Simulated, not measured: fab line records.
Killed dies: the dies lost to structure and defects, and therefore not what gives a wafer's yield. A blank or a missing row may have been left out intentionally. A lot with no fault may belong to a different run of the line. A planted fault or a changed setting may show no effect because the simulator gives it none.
8D (eight disciplines) problem report, filled in by code	flow berkeley_cmos170	the parts of the form that need people (team, actions taken, sign-off) are left out

## 1. THE ISSUE
WELLDRIVE_OXIDE_THK at UCB170_WELLDRIVE_THK_MEAS_02 reads a mean of 230 nm on 6 wafers of 2 lots; wafers without a fault read 198 nm with a standard deviation of 4.2. That is +7.5 standard deviations from the usual mean.
Earliest sighting: wafer L558.1 on film_metro-02 at day 5 17:10. The record holds 42 wafers of 14 lots with a number at this step. Rule for "out" (also "out of limits"): further than 4 standard deviations from the usual mean. The rest of the wafers with a number are treated as sound.

## 2. WHAT IT IS, AND WHAT IT ISN'T
question	is	is not
which readings at this step	WELLDRIVE_OXIDE_THK	-
which lots	L558, L562	L548, L549, L551, L552, L553, L554, L559, L560, L566, L567, L568, L570
which wafers of those lots	all that have a number	-
read on which gauges	film_metro-02, film_metro-04	film_metro-03
when	from day 5 17:10	up to then (18 sound wafers); but 18 sound wafers of L559, L560, L566, L567, L568, L570 came after

## 3. WHAT RULES OUT EACH SUSPECT
Counting: a tool stays on the suspect list if, at a process step up to the reading, it processed all lots that are out and no sound lot following the first of them.
- ruled out: the gauge at UCB170_WELLDRIVE_THK_MEAS_02. Those wafers that are out were read across 2 gauges (film_metro-02, film_metro-04).
- rie_diel-04 at UCB170_ZERO_ETCH_06 (etches SiO2 in CHF3/CF4/Ar, time 12 s): ruled out as a lasting fault. Following L558 (day 3 20:26), the first lot on it that is out, the sound lots L568, L570 were run on it.
- furnace-01 at UCB170_WELLDRIVE_OXIDATION_01 (target thk 199 nm, ox time 9000 s): kept. Every lot that is out went through it, starting with L558 (day 5 13:40), and after that it ran no sound lot; the last sound lot it ran before then is L554 (day 4 19:20). Out on those wafers are its own readings of spike_tc_centre_C, spike_tc_load_C, spike_tc_source_C, tube_center_temp_C, tube_center_temp_C_max.
The count leaves furnace-01 at UCB170_WELLDRIVE_OXIDATION_01.

## 4. THE CAUSE (what the simulator had put in)
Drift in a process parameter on furnace-01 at UCB170_WELLDRIVE_OXIDATION_01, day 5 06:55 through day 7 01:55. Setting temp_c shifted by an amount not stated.
This tool alone remained once counting was done.

## 5. THE CHAIN OF EFFECTS, in route order
Each row: a reading whose mean over the struck wafers that have a number lies more than 3 standard deviations from the usual. Only readings for which the record gives a usual standard deviation are gone through. hours: the time from each lot's start at the first step in this table that gives one to its start at this step, as a median over the lots. sigmas: the change in usual standard deviations.
hours	step	reading	usual	on struck wafers	change	sigmas
0	UCB170_WELLDRIVE_OXIDATION_01	spike_tc_centre_C	1102.2 C	1134.7	+32.5	+33
0	UCB170_WELLDRIVE_OXIDATION_01	spike_tc_load_C	1127.3 C	1161.6	+34.3	+19
0	UCB170_WELLDRIVE_OXIDATION_01	spike_tc_source_C	1125 C	1153	+28	+8.9
0	UCB170_WELLDRIVE_OXIDATION_01	tube_center_temp_C	1100 C	1132	+32	+99 or more
0	UCB170_WELLDRIVE_OXIDATION_01	tube_center_temp_C_max	1102.8	1134.5	+31.7	+74
4	UCB170_WELLDRIVE_THK_MEAS_02	WELLDRIVE_OXIDE_THK	198 nm	230	+32	+7.5
Here are the process steps it includes:
- UCB170_WELLDRIVE_OXIDATION_01: target thk 199 nm, ox time 9000 s.
Later measuring or inspecting steps at which every struck wafer that the step has a row for has a number for every such reading, and none has moved that far: UCB170_NLDD_OVL_MEAS_07.

## 6. HOW IT WOULD HAVE BEEN CAUGHT EARLIER
The first out-of-limits reading at a measuring or inspecting step in this record came at day 5 17:10, 10 hours after the fault's start at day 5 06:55.
The tool's own readings at UCB170_WELLDRIVE_OXIDATION_01 were out on every struck wafer that the step has a row for (spike_tc_centre_C, spike_tc_load_C, spike_tc_source_C, tube_center_temp_C, tube_center_temp_C_max): an alarm limit on them would have fired on the first of those.
Of the lots that are out (2), L562 began UCB170_WELLDRIVE_OXIDATION_01 on furnace-01 after day 5 17:10. A tool hold placed at that time would have kept it from harm.
